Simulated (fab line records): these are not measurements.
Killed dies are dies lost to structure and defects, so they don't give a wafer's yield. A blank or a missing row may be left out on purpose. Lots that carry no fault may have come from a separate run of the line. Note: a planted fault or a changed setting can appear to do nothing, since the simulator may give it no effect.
Split-lot study	flow berkeley cmos170	5 lots, 23 wafers read, on a route of 331 steps

SPLIT DETAILS
At UCB170_M3_SPUTTER_01 (material Al, target thk 900 nm, time 120 s), the setting time s was moved away from the recipe's 120 s on 9 of the 23 wafers read, by -12.7% to +13.7%. This setting was run at the recipe's value on the other wafers.

FROM THE SPLIT TO THE READING: what the file shows between them, 6 steps
- UCB170_M3_RS_MEAS_02: measures by four-point-probe
- UCB170_M3_THK_MEAS_03: measures by xrf
- UCB170_M3_SOFTBAKE_11: time 60 s (also split here: temp c)
- UCB170_M3_EXPOSE_12: exposes mask METAL3, target cd 700 nm
- UCB170_M3_PEB_13
- UCB170_M3_ETCH_17: etches BARC in N2/H2

THE READING
oes product au, in a.u., at UCB170_M3_METAL_ETCH_18 (etches Al in Cl2/BCl3, stops on SiO2, target depth 1170 nm, time 195 s). On this fab line, fault-free wafers typically give 0.843 a.u. with a standard deviation of 0.017 a.u.

wafer	tool, chamber at the split	time s as run, s	against the recipe	oes product au, a.u.	against lot-mates on the recipe
L077.2	pvd sputter-01, -	120	recipe	0.837	-
L077.4	pvd sputter-01, -	120	recipe	0.823	-
L077.5	pvd sputter-01, -	120	recipe	0.829	-
L076.1	pvd sputter-03, -	104.7	-12.7%	0.773	-0.092
L076.2	pvd sputter-03, -	120	recipe	0.877	-
L076.3	pvd sputter-03, -	120	recipe	0.838	-
L076.4	pvd sputter-03, -	120	recipe	0.879	-
L076.5	pvd sputter-03, -	104.7	-12.7%	0.813	-0.052
L075.1	pvd sputter-01, -	129.7	+8.1%	0.882	+0.042
L075.2	pvd sputter-01, -	120	recipe	0.839	-
L075.3	pvd sputter-01, -	129.7	+8.1%	0.870	+0.030
L075.4	pvd sputter-01, -	120	recipe	0.841	-
L075.5	pvd sputter-01, -	129.7	+8.1%	0.860	+0.020
L078.2	pvd sputter-04, -	136.5	+13.7%	0.909	+0.053
L078.3	pvd sputter-04, -	136.5	+13.7%	0.938	+0.082
L078.4	pvd sputter-04, -	120	recipe	0.849	-
L078.5	pvd sputter-04, -	120	recipe	0.869	-
L078.6	pvd sputter-04, -	120	recipe	0.849	-
L083.1	pvd sputter-03, -	120	recipe	0.866	-
L083.2	pvd sputter-03, -	120	recipe	0.842	-
L083.4	pvd sputter-03, -	120	recipe	0.857	-
L083.5	pvd sputter-03, -	135.8	+13.2%	0.896	+0.041
L083.6	pvd sputter-03, -	135.8	+13.2%	0.915	+0.060

FIT RESULTS
A straight line over all 23 wafers: oes product au changes by +0.00442 a.u. for each +1% of time s; r = +0.88; the points scatter about the line by 0.018 a.u.
The same after taking each lot's own level away (the mean of its wafers on the recipe; 23 wafers): +0.00475 a.u. for each +1%; r = +0.93; scatter 0.014 a.u.
On that fit, the largest move of time s shifts the reading by 0.065 a.u.
The span of the lots' own levels, 0.8297 to 0.8647 a.u., comes to 2.1 times the standard deviation stated above.
The two slopes agree, so the slope changes little with the lot-to-lot level.
Check: for one of the wafers moved furthest among these (+13.7%), held out of the fit, the line's prediction against its lot-mates is +0.0642 a.u. It came out at +0.0533 a.u. against them.

THE OTHER SPLITS THESE WAFERS WENT THROUGH
Note: prior to the reading, these wafers also went through further splits. Each is held against what the fit with the lots' levels taken away leaves over:
other split on the same wafers	wafers away from the commonest value	r with oes product au (lot level and that fit taken away)
UCB170_V1_ETCH_14 time s	5	-0.19
UCB170_M2_PEB_13 peb temp c	9	-0.26
UCB170_M2_METAL_ETCH_18 icp w	10	-0.22
UCB170_V2_ETCH_14 rf w	5	-0.13
UCB170_M3_SOFTBAKE_11 temp c	3	+0.37

THE WHOLE CHAIN: every reading that the file lists as answering this split, in the file's order
step	what it does	reading	change (the file's fit)	r (the file's)
UCB170_M3_SPUTTER_01	material Al, target thk 900 nm, time 120 s	Al_of_M3_SPUTTER_01.thk nm (the simulator's own value, which no gauge read)	+8.95 nm for each +1% of the setting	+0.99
UCB170_M3_RS_MEAS_02	measures by four-point-probe	M3_AL_RS	-0.00031 for each +1% of the setting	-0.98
UCB170_M3_THK_MEAS_03	measures by xrf	M3_AL_THK	+8.77 for each +1% of the setting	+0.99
UCB170_M3_METAL_ETCH_18	etches Al in Cl2/BCl3, stops on SiO2, target depth 1170 nm, time 195 s	oes product au	+0.00465 a.u. for each +1% of the setting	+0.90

FILE'S OWN FIT
oes product au changes by +0.00465 a.u. for each +1% of time s, r = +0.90.
